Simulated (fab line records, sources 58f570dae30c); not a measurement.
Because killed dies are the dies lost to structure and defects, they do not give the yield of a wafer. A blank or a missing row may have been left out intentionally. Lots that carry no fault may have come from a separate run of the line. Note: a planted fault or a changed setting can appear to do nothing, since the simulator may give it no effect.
fab line records -- flow berkeley_cmos170 -- part 2 of 2: steps 25 to 35 of 35
record: lots: 5, wafers: 15, last_day: 12
route steps=331 shown NWELL@15 PWELL@34
lots untouched by any fault: they come from a run of this same line in which no faults occurred
start_h: the number of hours between the record's first day and the start of the first shown wafer of the lot -- wait_h: hours elapsed since this lot's preceding step -- " same as the row above -- L1.1+2: a row that stands for several wafers -- - no value, or no start was given -- * or withheld: withheld -- < > ~ a bound
route shown NAME@n: NAME is a module with steps in the file, n the number in the route of the first one -- usual: average and standard deviation across the fault-free wafers -- same: alike in all rows -- chamber/n: place in a boat -- sites: the reading at each site -- _std_site: standard deviation across them -- _edge_site: inner sites' mean taken away from outer sites' mean -- radius_mm: how far each site lies from the wafer's centre -- mask NAME#n: copy n -- behind: the tool/chamber that last shaped the wafer -- hold: why the lot went on hold/how many hours it stayed there/how the hold came to an end -- device: which transistor (n, p or np) failed to switch -- end of line: the tests these same wafers got at the end of their route -- for a step that has no rows: nothing shown but its recipe -- killed: count of dies lost to structure and defects at first sort (not the wafer's yield) -- map: the dies of a wafer, with x for killed, . for not killed, _ for no die there
set.NAME: setting as actually run; set.NAME@STEP: the setting as run at that earlier step -- model.NAME: the simulator's own value behind a step, which no gauge read
a table for each step, a row for each wafer; lots at some steps of the route
services: when a tool's chamber went out of use (start_h, in hours from the record's first day, below 0 if earlier), for how many hours, and the reason
== steps ==
step: UCB170_PWELL_CVD_05
recipe: material: Si3N4, target_thk_nm: 220, temp_c: 800, precursor: SiH2Cl2/NH3, time_s: 3300, pressure_mtorr: 200, sih2cl2_flow_sccm: 25, nh3_flow_sccm: 75
usual: spike_tc_source_C: 823.7/1.9, zone_power_centre_pct: 36/5.4, zone_power_load_pct: 19.5/1.4
lot.wafer,tool,chamber,start_h,wait_h,spike_tc_source_C,zone_power_centre_pct,zone_power_load_pct
L077.3,lpcvd-02,1,72.43,1.1,822.3,36,18.1
L077.4,lpcvd-02,1,72.43,1.1,821.0,37,18.3
L077.5,lpcvd-02,1,72.43,1.1,821.5,36,18.3
L084.1,lpcvd-01,0,115.01,0.0,823.4,29,19.8
L084.2,lpcvd-01,0,115.01,0.0,823.4,29,20.0
L084.3,lpcvd-01,0,115.01,0.0,822.7,30,19.6
L085.1,lpcvd-01,0,115.01,0.0,822.9,30,20.2
L085.3,lpcvd-01,0,115.01,0.0,822.4,29,19.7
L085.6,lpcvd-01,0,115.01,0.0,824.2,29,19.7
L086.3,lpcvd-01,0,115.01,0.0,821.7,29,20.0
L086.4,lpcvd-01,0,115.01,0.0,823.8,30,19.8
L086.5,lpcvd-01,0,115.01,0.0,822.7,30,20.1
L094.2,lpcvd-02,0,155.39,0.7,828.6,40,22.4
L094.4,lpcvd-02,0,155.39,0.7,825.5,40,22.2
L094.6,lpcvd-02,0,155.39,0.7,826.9,40,22.4
step: UCB170_PWELL_THK_MEAS_06
recipe: reads: Si3N4_of_PWELL_CVD_05
usual: PWELL_NITRIDE_THK: 220.8/1.9
lot.wafer,tool,chamber,start_h,wait_h,PWELL_NITRIDE_THK[nm]
L077.3,film_metro-03,-,74.37,0.0,221.0
L077.4,film_metro-03,-,74.37,0.0,220.2
L077.5,film_metro-03,-,74.37,0.0,220.3
L085.1,film_metro-04,-,116.92,0.0,222.5
L085.3,film_metro-04,-,116.92,0.0,220.5
L085.6,film_metro-04,-,116.92,0.0,222.0
L086.3,film_metro-03,-,116.94,0.0,220.5
L086.4,film_metro-03,-,116.94,0.0,220.6
L086.5,film_metro-03,-,116.94,0.0,221.5
L084.1,film_metro-03,-,116.98,0.1,221.3
L084.2,film_metro-03,-,116.98,0.1,221.2
L084.3,film_metro-03,-,116.98,0.1,222.3
L094.2,film_metro-04,-,157.32,0.0,219.5
L094.4,film_metro-04,-,157.32,0.0,219.6
L094.6,film_metro-04,-,157.32,0.0,220.7
step: UCB170_PWELL_HMDS_07
recipe: prime_time_s: 60, prime_temp_c: 100
lot.wafer,tool,chamber,start_h,wait_h
L077.3+4+5,litho_track-01,0,74.68,0.3
L086.3+4+5,litho_track-02,0,117.15,0.2
L085.1+3+6,litho_track-01,0,117.38,0.4
L084.1+2+3,litho_track-02,0,117.55,0.6
L094.2+4+6,litho_track-02,0,158.44,1.1
step: UCB170_PWELL_COAT_08
recipe: resist: KrF, spin_rpm: 1500, resist_thk_nm: 900
lot.wafer,tool,chamber,start_h,wait_h
L077.3+4+5,litho_track-01,0,74.83,0.1
L086.3+4+5,litho_track-02,0,117.30,0.1
L085.1+3+6,litho_track-01,0,117.53,0.1
L084.1+2+3,litho_track-02,0,117.70,0.1
L094.2+4+6,litho_track-02,0,158.59,0.1
step: UCB170_PWELL_SOFTBAKE_09
recipe: resist: KrF, temp_c: 130, time_s: 60
lot.wafer,tool,chamber,start_h,wait_h
L077.3+4+5,litho_track-01,0,74.98,0.1
L086.3+4+5,litho_track-02,0,117.45,0.1
L085.1+3+6,litho_track-01,0,117.68,0.1
L084.1+2+3,litho_track-02,0,117.85,0.1
L094.2+4+6,litho_track-02,0,158.74,0.1
step: UCB170_PWELL_EXPOSE_10
recipe: mask_id: PWELL, target_cd_nm: 3000, na: 0.5, sigma_outer: 0.6, source_shape: conventional, dose_mj: 19
usual: reticle_temp_C: 23.01/0.1
lot.wafer,tool,chamber,start_h,wait_h,mask,reticle_temp_C
L077.3,krf_scanner-02,0,75.46,0.5,PWELL#0,23.07
L077.4,krf_scanner-02,0,75.46,0.5,PWELL#0,23.09
L077.5,krf_scanner-02,0,75.46,0.5,PWELL#0,22.85
L086.3,krf_scanner-01,0,117.59,0.1,PWELL#0,23.03
L086.4,krf_scanner-01,0,117.59,0.1,PWELL#0,23.13
L086.5,krf_scanner-01,0,117.59,0.1,PWELL#0,22.96
L085.1,krf_scanner-02,0,117.97,0.3,PWELL#0,22.93
L085.3,krf_scanner-02,0,117.97,0.3,PWELL#0,23.15
L085.6,krf_scanner-02,0,117.97,0.3,PWELL#0,23.08
L084.1,krf_scanner-01,0,118.22,0.3,PWELL#0,22.84
L084.2,krf_scanner-01,0,118.22,0.3,PWELL#0,22.98
L084.3,krf_scanner-01,0,118.22,0.3,PWELL#0,23.00
L094.2,krf_scanner-01,0,159.06,0.3,PWELL#0,23.07
L094.4,krf_scanner-01,0,159.06,0.3,PWELL#0,23.00
L094.6,krf_scanner-01,0,159.06,0.3,PWELL#0,23.07
step: UCB170_PWELL_PEB_11
recipe: peb_temp_c: 130, peb_time_s: withheld, resist: KrF
lot.wafer,tool,chamber,start_h,wait_h
L077.3+4+5,litho_track-01,0,75.59,0.1
L086.3+4+5,litho_track-01,0,118.16,0.5
L085.1+3+6,litho_track-02,0,118.55,0.6
L084.1+2+3,litho_track-03,0,118.73,0.5
L094.2+4+6,litho_track-02,0,159.44,0.4
step: UCB170_PWELL_DEVELOP_12
recipe: developer: TMAH, develop_time_s: 45, resist: KrF, dev_temp_c: 21
lot.wafer,tool,chamber,start_h,wait_h
L077.3+4+5,litho_track-01,0,-,-
L086.3+4+5,litho_track-01,0,-,-
L085.1+3+6,litho_track-02,0,-,-
L084.1+2+3,litho_track-03,0,-,-
L094.2+4+6,litho_track-02,0,-,-
step: UCB170_PWELL_OVL_MEAS_13
usual: PWELL_OVL: -2/5.1
lot.wafer,tool,chamber,start_h,wait_h,PWELL_OVL[nm]
L077.3,overlay-02,-,75.83,-,-1
L077.4,overlay-02,-,75.83,-,-6
L077.5,overlay-02,-,75.83,-,-5
L086.3,overlay-01,-,118.39,-,2
L086.4,overlay-01,-,118.39,-,2
L086.5,overlay-01,-,118.39,-,-2
L085.1,overlay-01,-,118.82,-,-3
L085.3,overlay-01,-,118.82,-,0
L085.6,overlay-01,-,118.82,-,0
L084.1,overlay-01,-,119.01,-,-11
L084.2,overlay-01,-,119.01,-,-5
L084.3,overlay-01,-,119.01,-,-4
L094.2,overlay-02,-,159.69,-,-2
L094.4,overlay-02,-,159.69,-,-5
L094.6,overlay-02,-,159.69,-,-6
step: UCB170_PWELL_ETCH_14
recipe: chemistry: CH3F/Ar/O2, target: Si3N4, stop_on: SiO2, CH3F_flow_sccm: 20, Ar_flow_sccm: 50, O2_flow_sccm: 7, pressure_mtorr: 50, rf_w: 450, target_depth_a: 2420, over_etch_frac: 0.1, time_s: 151
usual: CH3F_flow_sccm: 20.00/0.058, O2_flow_sccm: 6.998/0.02, drypump_motor_current_A: 5.6/0.38, oes_product_au: 0.944/0.014, throttle_valve_pct: 8.15/0.13
lot.wafer,tool,chamber,start_h,wait_h,CH3F_flow_sccm,O2_flow_sccm,drypump_motor_current_A,oes_product_au,rf_hours_counter_h,throttle_valve_pct
L077.3,rie_diel-03,2,75.85,0.0,19.85,7.003,4.8,0.932,84,8.27
L077.4,rie_diel-03,3,75.85,0.0,20.00,6.953,6.2,0.950,-,8.25
L077.5,rie_diel-03,0,75.85,0.0,19.98,7.019,5.5,0.963,-,8.01
L086.3,rie_diel-04,3,118.42,0.0,20.01,7.000,6.0,0.956,105,8.16
L086.4,rie_diel-04,1,118.42,0.0,20.01,7.013,5.6,0.938,2,7.98
L086.5,rie_diel-04,2,118.42,0.0,19.98,7.003,5.5,0.948,-,8.11
L085.1,rie_diel-04,2,118.86,0.0,19.96,7.017,5.5,0.943,140,8.10
L085.3,rie_diel-04,3,118.86,0.0,20.05,6.934,6.0,0.952,105,8.16
L085.6,rie_diel-04,3,118.86,0.0,20.03,6.983,6.0,0.965,-,8.16
L084.1,rie_diel-01,3,119.04,0.0,19.99,7.004,5.5,0.960,85,8.36
L084.2,rie_diel-01,1,119.04,0.0,19.97,6.999,5.3,0.960,108,7.96
L084.3,rie_diel-01,2,119.04,0.0,19.94,6.963,5.5,0.925,4,7.99
L094.2,rie_diel-04,0,159.72,0.0,20.01,7.014,5.7,0.917,15,7.98
L094.4,rie_diel-04,2,159.72,0.0,20.07,7.026,5.5,0.934,142,8.10
L094.6,rie_diel-04,3,159.72,0.0,19.93,6.982,6.0,0.959,-,8.17
step: UCB170_PWELL_IMPLANT_15
recipe: species: B, dose_cm2: 5e+12, energy_kev: 60, tilt_deg: 7
usual: dose_ions_cm2: 4.999e+12/5.5e+09
same: implant_ion_amu: 11
lot.wafer,tool,chamber,start_h,wait_h,dose_ions_cm2
L077.3,implanter-03,0,76.00,0.1,4.994e+12
L077.4,implanter-03,0,76.00,0.1,5.004e+12
L077.5,implanter-03,0,76.00,0.1,5.007e+12
L086.3,implanter-03,0,118.57,0.1,5.008e+12
L086.4,implanter-03,0,118.57,0.1,5e+12
L086.5,implanter-03,0,118.57,0.1,5.005e+12
L085.1,implanter-01,0,118.96,0.1,4.991e+12
L085.3,implanter-01,0,118.96,0.1,4.993e+12
L085.6,implanter-01,0,118.96,0.1,4.99e+12
L084.1,implanter-03,0,119.14,0.1,4.999e+12
L084.2,implanter-03,0,119.14,0.1,4.999e+12
L084.3,implanter-03,0,119.14,0.1,5.007e+12
L094.2,implanter-03,0,159.85,0.1,5.005e+12
L094.4,implanter-03,0,159.85,0.1,5.003e+12
L094.6,implanter-03,0,159.85,0.1,5.006e+12
== services ==
tool,chamber,start_h,hours,kind
furnace-02,-,23.80,2.8,pm
krf_scanner-01,-,36.22,27.4,repair
furnace-03,-,40.05,3.6,pm
implanter-02,-,40.90,6.9,pm
rie_diel-01,1,47.88,4.1,repair
lpcvd-02,-,56.27,0.9,repair
krf_scanner-02,-,63.65,1.3,pm
lpcvd-01,-,66.48,11.4,repair
krf_scanner-01,-,75.08,1.3,pm
krf_scanner-02,-,90.05,0.7,repair
krf_scanner-02,-,93.81,0.8,repair
krf_scanner-02,-,95.14,0.8,pm
rie_diel-01,0,103.20,4.0,repair
furnace-02,-,105.38,1.1,pm
krf_scanner-01,-,115.17,0.8,pm
krf_scanner-02,-,115.67,0.8,repair
rie_diel-04,0,123.50,5.6,repair
implanter-02,-,125.13,1.7,repair
implanter-02,-,126.15,0.9,repair
implanter-03,-,127.72,7.2,pm
krf_scanner-01,-,131.37,1.0,pm
furnace-04,-,133.46,14.5,pm
implanter-03,-,145.08,1.7,repair
krf_scanner-01,-,148.25,0.9,repair
